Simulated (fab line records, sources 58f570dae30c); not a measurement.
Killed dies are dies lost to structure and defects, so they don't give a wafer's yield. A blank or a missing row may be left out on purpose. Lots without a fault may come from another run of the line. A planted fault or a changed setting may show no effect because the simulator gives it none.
One fault seen from 2 desks | flow berkeley_cmos170 | each desk has only its own numbers; what lay behind them comes last

THE TOOL OWNER'S DESK: implanter-02
The tool's own readings at UCB170_PLDD_IMPLANT_08: means of the sampled wafers that have a number, for each lot that ran on this tool. A lot is out of limits, marked OUT, if its mean lies more than 4 standard deviations from the usual mean; the brackets give that distance.
Columns: A = end_station_pressure_torr at UCB170_PLDD_IMPLANT_08, usual 5.12e-06 Torr; B = faraday_current_uA at UCB170_PLDD_IMPLANT_08, usual 159; C = rotation_deg at UCB170_PLDD_IMPLANT_08, usual 0.003 degrees
lot  | first seen here | A        | B   | C
L690 | day 7 14:38     | 5.28e-06 | 158 | 0.007
L691 | day 8 05:26     | 5.02e-06 | 160 | -0.012
L693 | day 8 06:02     | 4.97e-06 | 158 | 0.013
L695 | day 8 17:18     | 5.07e-06 | 158 | 0.014
L698 | day 9 06:38     | 5.10e-06 | 159 | -0.014
L699 | day 9 13:38     | 5.42e-06 | 158 | 0.008
L705 | day 10 12:12    | 5.14e-06 | 157 | 90.015 (+99 or more) OUT
L707 | day 10 19:04    | 5.00e-06 | 160 | 90.002 (+99 or more) OUT
This desk's finding: out of limits on L705, L707; first on L705, day 10 12:12 (rotation_deg at UCB170_PLDD_IMPLANT_08). In limits: L690, L691, L693, L695, L698, L699.

THE METROLOGY DESK
What the gauges read, lot by lot, whatever tool the lot ran on: means of the sampled wafers that have a number. A lot is out of limits, marked OUT, if its mean lies more than 4 standard deviations from the usual mean; the brackets give that distance.
Columns: A = cd_nm at UCB170_V2_CD_MEAS_12, usual 700.5 nm; B = cd_nm at UCB170_M3_CD_MEAS_15, usual 700.2 nm
lot  | first seen here | A     | B
L690 | day 8 23:43     | 701.1 | 704.0
L691 | day 9 16:37     | 701.1 | 700.2
L694 | day 9 18:26     | 700.4 | 699.4
L692 | day 9 19:02     | 701.9 | 698.5
L693 | day 9 19:37     | 700.7 | 700.2
L695 | day 10 02:34    | 702.0 | 701.2
L697 | day 10 16:02    | 699.5 | 700.3
L698 | day 10 18:03    | 699.5 | 699.0
L699 | day 10 22:31    | 702.2 | 700.9
L700 | day 11 02:47    | 701.0 | 700.2
L706 | day 11 23:20    | 700.0 | 702.2
L705 | day 11 23:34    | 699.8 | 702.1
L707 | day 12 02:16    | 702.9 | 699.5
L712 | day 13 12:00    | 700.6 | 698.4
This desk's finding: nothing out of limits on any of the 14 lots.

PUT TOGETHER
The tool owner's desk could have raised an alarm at day 10 12:12, on L705, L707.
The metrology desk saw nothing out of limits.
The metrology desk has L705, L707 on record, within its limits.
Of the lots named, all ran UCB170_PLDD_IMPLANT_08 on implanter-02.

WHAT THE SIMULATOR HAD PUT IN
Process parameter drift: implanter-02, from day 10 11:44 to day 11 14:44, at UCB170_PLDD_IMPLANT_08. Setting rotation_deg, moved by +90, from 0. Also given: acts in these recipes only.
Lots struck among those shown: L705, L707.
Hours from the fault's start to each desk's first reading out of limits: the tool owner's desk, 0.
